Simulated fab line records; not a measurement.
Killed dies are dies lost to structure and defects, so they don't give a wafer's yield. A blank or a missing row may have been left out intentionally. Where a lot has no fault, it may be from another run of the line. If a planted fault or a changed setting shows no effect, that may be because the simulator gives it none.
The tool behind it: which one?	flow berkeley-cmos170	15 lots with 45 wafers sampled at 5 steps, on a route of 331 steps

WHAT THE GAUGES SHOWED, per wafer
UCB170_NVT_TW_MEAS_09. Usual: for NVT_TW the level is 519 and the standard deviation is 4.2.
lot	measured	on	NVT_TW	flag
L997	day 5 04:04	film-metro-04	521 515 519	
L998	day 5 15:51	film-metro-03	522 521 519	
L100	day 6 06:01	film-metro-03	520 518 522	
L101	day 6 13:50	film-metro-03	519 518 519	
L102	day 6 14:07	film-metro-01	513 515 510	
L103	day 6 14:11	film-metro-03	518 519 517	
L104	day 7 04:19	film-metro-04	519 519 521	
L105	day 7 15:07	film-metro-04	520 519 520	
L111	day 8 13:22	film-metro-01	535 539 537 537 536 538	OFF
L112	day 8 22:29	film-metro-03	547 545 545 545 547 547	OFF
L115	day 9 06:36	film-metro-04	523 525 523	
L116	day 9 19:58	film-metro-01	537 540 539 538 537 538	OFF
L117	day 9 20:14	film-metro-01	516 511 513	
L119	day 10 05:42	film-metro-03	520 520 519	
L120	day 10 05:58	film-metro-01	513 515 517	

UCB170_V2_CD_MEAS_90: the cd target is 700 nm. Usual: cd-nm reads 700.0 nm (standard deviation 1.8).
lot	measured	on	cd-nm (nm)	flag
L997	day 7 05:40	cd-sem-02	699.0 700.8 699.6	
L998	day 7 18:14	cd-sem-01	700.5 698.5 699.1	
L100	day 8 06:43	cd-sem-02	703.4 699.8 700.8	
L101	day 8 18:18	cd-sem-01	698.4 695.2 697.6	
L102	day 8 18:54	cd-sem-01	700.5 698.7 697.8	
L103	day 8 18:36	cd-sem-02	702.1 703.5 703.1	
L104	day 9 11:38	cd-sem-02	699.3 699.8 700.0	
L105	day 9 18:38	cd-sem-02	701.1 701.2 702.2	
L111	day 10 16:52	cd-sem-02	696.6 695.9 695.3	
L112	day 11 03:11	cd-sem-02	698.1 698.3 698.5	
L115	day 11 08:01	cd-sem-01	700.4 701.1 701.1	
L116	day 11 20:22	cd-sem-01	698.9 698.6 699.5	
L117	day 11 20:05	cd-sem-02	699.4 700.6 699.7	
L119	day 12 11:14	cd-sem-01	701.0 698.2 699.5	
L120	day 12 11:00	cd-sem-02	701.5 701.4 699.5	

UCB170_M3_OVL_MEAS_16. Usual: for M3_OVL the level is 0 nm and the standard deviation is 6.8.
lot	measured	on	M3_OVL (nm)	flag
L997	day 7 08:15	overlay-01	2 -2 2	
L998	day 7 20:29	overlay-02	6 7 8	
L100	day 8 09:19	overlay-01	-1 6 5	
L101	day 8 21:05	overlay-02	-3 -3 3	
L102	day 8 21:46	overlay-01	11 11 7	
L103	day 8 21:39	overlay-02	7 3 4	
L104	day 9 14:14	overlay-02	5 -6 -5	
L105	day 9 21:05	overlay-02	-4 -2 -1	
L111	day 10 19:11	overlay-01	-11 -7 -9	
L112	day 11 06:26	overlay-02	-11 -9 -5	
L115	day 11 10:25	overlay-02	1 -1 -2	
L116	day 11 23:03	overlay-01	-2 -1 -1	
L117	day 11 22:27	overlay-01	4 6 12	
L119	day 12 14:08	overlay-02	-5 -7 -4	
L120	day 12 13:51	overlay-01	5 2 0	

TOOL THAT RAN EACH LOT (tool first, then ch and the chambers of the sampled wafers, then the start)
lot	UCB170_NVT_IMPLANT_07	UCB170_CONTACT_STRIP_19
L997	implanter-03 ch 0, day 5 03:49	plasma-asher-01 ch 0,1, day 6 13:13
L998	implanter-02 ch 0, day 5 15:36	plasma-asher-03 ch 0,1, day 7 03:19
L100	implanter-02 ch 0, day 6 05:46	plasma-asher-03 ch 0,1, day 7 15:08
L101	implanter-03 ch 0, day 6 13:35	plasma-asher-02 ch 0,1, day 8 02:29
L102	implanter-04 ch 0, day 6 13:52	plasma-asher-01 ch 0,1, day 8 02:44
L103	implanter-02 ch 0, day 6 13:53	plasma-asher-01 ch 0,1, day 8 04:01
L104	implanter-02 ch 0, day 7 04:04	plasma-asher-02 ch 0,1, day 8 19:11
L105	implanter-04 ch 0, day 7 14:52	plasma-asher-01 ch 0,1, day 9 02:07
L111	implanter-02 ch 0, day 8 13:08	plasma-asher-03 ch 0,1, day 10 02:25
L112	implanter-02 ch 0, day 8 22:15	plasma-asher-03 ch 0,1, day 10 11:10
L115	implanter-04 ch 0, day 9 06:21	plasma-asher-03 ch 0,1, day 10 18:49
L116	implanter-02 ch 0, day 9 19:44	plasma-asher-01 ch 0,1, day 11 05:16
L117	implanter-03 ch 0, day 9 20:01	plasma-asher-03 ch 0,1, day 11 04:43
L119	implanter-03 ch 0, day 10 05:29	plasma-asher-02 ch 0,1, day 11 20:12
L120	implanter-04 ch 0, day 10 05:44	plasma-asher-03 ch 0,1, day 11 20:29
- UCB170_NVT_IMPLANT_07
- UCB170_CONTACT_STRIP_19: strips in O2.

WHAT THE TOOLS THEMSELVES READ (means of the sampled wafers that have a number; where no wafer has one, the mark that the record gives instead)
UCB170_NVT_IMPLANT_07. Usual: dose-ions-cm2 3e+12, standard deviation 3.4e+09; faraday-current-uA 9.53, standard deviation 0.18.
lot	tool	dose-ions-cm2	faraday-current-uA	flag
L997	implanter-03	3e+12	9.54	
L998	implanter-02	3e+12	9.63	
L100	implanter-02	3e+12	9.56	
L101	implanter-03	3e+12	9.34	
L102	implanter-04	3e+12	9.54	
L103	implanter-02	3e+12	9.61	
L104	implanter-02	3e+12	9.61	
L105	implanter-04	3e+12	9.56	
L111	implanter-02	3e+12	11.19	OFF
L112	implanter-02	3e+12	10.97	OFF
L115	implanter-04	3e+12	9.57	
L116	implanter-02	3e+12	10.98	OFF
L117	implanter-03	3e+12	9.50	
L119	implanter-03	3e+12	9.55	
L120	implanter-04	3e+12	9.38	

UCB170_CONTACT_STRIP_19. Usual: drypump-motor-current-A 5.7 A, standard deviation 0.51; oes-product-au 0.725 a.u., standard deviation 0.0049.
lot	tool	drypump-motor-current-A (A)	oes-product-au (a.u.)	flag
L997	plasma-asher-01	5.2	0.726	
L998	plasma-asher-03	5.3	0.725	
L100	plasma-asher-03	5.7	0.725	
L101	plasma-asher-02	6.1	0.724	
L102	plasma-asher-01	5.2	0.723	
L103	plasma-asher-01	5.4	0.729	
L104	plasma-asher-02	6.1	0.727	
L105	plasma-asher-01	5.2	0.730	
L111	plasma-asher-03	5.7	0.724	
L112	plasma-asher-03	5.7	0.719	
L115	plasma-asher-03	5.3	0.723	
L116	plasma-asher-01	5.4	0.726	
L117	plasma-asher-03	5.7	0.724	
L119	plasma-asher-02	6.1	0.725	
L120	plasma-asher-03	5.3	0.730	

THE ANSWER, worked out from the rows above alone
Rule: a lot is off if the mean of its wafers that have a number lies more than 3 standard deviations from the usual mean. Also off: a lot with no number at a reading for which 4 or more lots have one. All remaining lots with rows at the step are treated as sound. After the gauges, taken in route order, come the tools' own readings; for these a lot's mean is taken, as printed above. At the first step where some lot is off, the reading lying furthest off is the one used; lots without a number count as furthest.
Off: L111, L112, L116, seen at UCB170_NVT_TW_MEAS_09 (NVT_TW).
A tool fits if, at a process step before that reading, it ran every lot that is off, and no sound lot after the first of them. The gauges at UCB170_NVT_TW_MEAS_09 aren't tried: what is off there is off at UCB170_NVT_IMPLANT_07 too, on other tools, and a gauge's error can't cause that. One fits: UCB170_NVT_IMPLANT_07 on implanter-02. A fault onset in the window from L104 (day 7 04:04, its last sound lot) to L111 (day 8 13:08, its first lot off) fits.
On the lots that are off, the tool's own readings at UCB170_NVT_IMPLANT_07 differ by more than 5 times the standard deviation of the sound lots' means, which bears it out; faraday-current-uA reads 11.05 there versus 9.53 on the sound lots.

WHAT HAD BEEN PUT IN BY THE SIMULATOR
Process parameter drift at UCB170_NVT_IMPLANT_07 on implanter-02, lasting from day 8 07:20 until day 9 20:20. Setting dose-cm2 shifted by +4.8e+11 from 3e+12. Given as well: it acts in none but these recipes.
Lots struck among those shown: L111, L112, L116. The rule above reached the same finding.
